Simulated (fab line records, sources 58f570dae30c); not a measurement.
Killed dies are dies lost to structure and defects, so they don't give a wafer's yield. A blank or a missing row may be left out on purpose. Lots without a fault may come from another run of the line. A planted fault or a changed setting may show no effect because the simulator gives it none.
One fault seen from 2 desks | flow berkeley_cmos170 | each desk has only its own numbers; what lay behind them comes last

THE TOOL OWNER'S DESK: pecvd-02
The tool's own readings at UCB170_SPACER_CVD_00 (deposits SiO2 from TEOS/O2, target thk 376 nm, time 47 s): means of the sampled wafers that have a number, for each lot that ran on this tool. A lot is out of limits, marked OUT, if its mean lies more than 4 standard deviations from the usual mean; the brackets give that distance.
Columns: A = heater_power_w at UCB170_SPACER_CVD_00, usual 255 W
lot  | first seen here | A
L168 | day 6 17:38     | 241
L172 | day 7 00:37     | 229
L175 | day 8 01:53     | 248
L176 | day 8 10:46     | 211
L188 | day 10 23:44    | 200
This desk's finding: nothing out of limits on any of the 5 lots.

THE METROLOGY DESK
What the gauges read, lot by lot, whatever tool the lot ran on: means of the sampled wafers that have a number. A lot is out of limits, marked OUT, if its mean lies more than 4 standard deviations from the usual mean; the brackets give that distance.
Columns: A = GATE_OXIDE_THK at UCB170_GATE_THK_MEAS_02, usual 6.57 nm; B = GATE_OVL at UCB170_GATE_OVL_MEAS_13, usual 2 nm; C = PLDD_OVL at UCB170_PLDD_OVL_MEAS_07, usual 1 nm; D = SPACER_TEOS_THK at UCB170_SPACER_THK_MEAS_01, usual 378 nm
lot  | first seen here | A    | B  | C  | D
L167 | day 6 06:02     | 6.66 | 2  | 0  | 374
L168 | day 6 06:04     | 6.63 | 6  | 2  | 381
L172 | day 6 12:02     | 6.52 | 0  | 1  | 370
L175 | day 7 12:30     | 6.50 | -1 | 2  | 277 (-21) OUT
L176 | day 8 00:06     | 6.66 | 4  | -0 | 286 (-19) OUT
L181 | day 8 23:47     | 6.53 | 1  | 4  | 382
L182 | day 9 04:24     | 6.37 | 5  | 0  | 379
L184 | day 9 11:16     | 6.58 | 7  | -3 | 376
L186 | day 9 16:00     | 6.81 | 1  | -3 | 385
L187 | day 10 07:08    | 6.63 | -9 | 6  | 380
L190 | day 10 11:36    | 6.64 | 1  | -5 | 377
L188 | day 10 11:37    | 6.61 | 1  | 1  | 379
L189 | day 10 11:38    | 6.66 | 3  | -2 | 381
This desk's finding: out of limits on L175, L176; first on L175, day 8 01:56 (SPACER_TEOS_THK at UCB170_SPACER_THK_MEAS_01). In limits: L167, L168, L172, L181, L182, L184, L186, L187, L190, L188, L189.

PUT TOGETHER
The metrology desk could have raised an alarm at day 8 01:56, on L175, L176.
The tool owner's desk saw nothing out of limits.
The tool owner's desk has L175, L176 on record, within its limits.
Of the lots named, all ran UCB170_SPACER_CVD_00 on pecvd-02.

WHAT THE SIMULATOR HAD PUT IN
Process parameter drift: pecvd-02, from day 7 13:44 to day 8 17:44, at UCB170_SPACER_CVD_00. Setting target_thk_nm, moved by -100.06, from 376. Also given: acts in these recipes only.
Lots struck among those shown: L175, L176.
Hours from the fault's start to each desk's first reading out of limits: the metrology desk, 12.
